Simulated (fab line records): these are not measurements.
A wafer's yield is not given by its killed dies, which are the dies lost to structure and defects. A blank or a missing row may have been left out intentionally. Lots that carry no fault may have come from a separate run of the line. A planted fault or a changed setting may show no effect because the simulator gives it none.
The tool behind it: which one?    flow rit cmos    15 lots (45 wafers sampled), 1 step of a 202-step route

WHAT EACH GAUGE READ, for each wafer
The record holds no reading of a measuring or inspecting step that can be judged against a usual standard deviation.

WHICH TOOL RAN EACH LOT (tool, then ch and the chambers of the sampled wafers, then the start)
lot   RIT_PLDD_SOFTBAKE_02
L355  litho track-02 ch 0, day 3 00:21
L356  litho track-03 ch 0, day 3 05:29
L357  litho track-02 ch 0, day 3 10:28
L358  litho track-03 ch 0, day 3 15:01
L360  litho track-03 ch 0, day 3 23:59
L363  litho track-01 ch 0, day 4 19:29
L364  litho track-03 ch 0, day 4 20:28
L365  litho track-03 ch 0, day 5 03:04
L366  litho track-03 ch 0, day 5 09:50
L367  litho track-01 ch 0, day 5 17:55
L370  litho track-01 ch 0, day 6 03:20
L371  litho track-02 ch 0, day 6 07:10
L373  litho track-01 ch 0, day 6 18:24
L374  litho track-01 ch 0, day 6 21:59
L376  litho track-02 ch 0, day 7 07:43
- RIT_PLDD_SOFTBAKE_02: time 60 s.

WHAT THE TOOLS THEMSELVES READ (means of the sampled wafers that have a number; where no wafer has one, the mark that the record gives instead)
RIT_PLDD_SOFTBAKE_02. Usual: exhaust pa 45.0 Pa, standard deviation 0.95; plate temp C 90.02 C, standard deviation 0.13; run length s 89.06 s, standard deviation 0.25.
lot   tool            exhaust pa (Pa)  plate temp C (C)  run length s (s)  flag
L355  litho track-02  46.0             90.17             88.81             
L356  litho track-03  44.6             89.92             89.25             
L357  litho track-02  46.0             89.94             88.93             
L358  litho track-03  43.6             90.11             89.24             
L360  litho track-03  46.8             89.95             89.27             
L363  litho track-01  44.9             89.83             88.93             
L364  litho track-03  44.6             90.13             101.52            OFF
L365  litho track-03  45.0             89.97             101.56            OFF
L366  litho track-03  46.0             89.99             101.48            OFF
L367  litho track-01  44.6             89.93             88.79             
L370  litho track-01  44.7             89.89             88.78             
L371  litho track-02  44.7             90.10             88.87             
L373  litho track-01  44.5             90.02             88.98             
L374  litho track-01  45.3             90.01             88.82             
L376  litho track-02  45.6             89.94             88.76             

THE ANSWER, worked out from the rows above alone
Rule: a lot counts as off when the mean over its wafers that have a number is more than 3 standard deviations away from the usual mean. A lot without any number at a reading at which 4 lots or more have one is off too. Where the step has rows for the other lots, those lots are counted as sound. First the gauges in route order, then the tools' own readings, where a lot's mean is used as printed above. The first step at which some lot is off is used, and at that step the reading that is off furthest; a lot without a number counts as furthest.
Off, at RIT_PLDD_SOFTBAKE_02 on run length s: L364, L365, L366.
A tool fits if, at that step or a process step before it, it ran every lot that is off, and no sound lot after the first of them. One fits: RIT_PLDD_SOFTBAKE_02 on litho track-03. A fault onset in the window from L360 (day 3 23:59, its last sound lot) to L364 (day 4 20:28, its first lot off) fits.
The tool's own readings at RIT_PLDD_SOFTBAKE_02 bear it out: on the lots that are off they differ by more than 5 times the standard deviation of the sound lots' means. run length s reads 101.52 s there against 88.95 s on the sound lots.

WHAT THE SIMULATOR HAD PUT IN
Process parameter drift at RIT_PLDD_SOFTBAKE_02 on litho track-03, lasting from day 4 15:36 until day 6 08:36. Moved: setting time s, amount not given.
Lots struck among those shown: L364, L365, L366. The rule above reached the same finding.
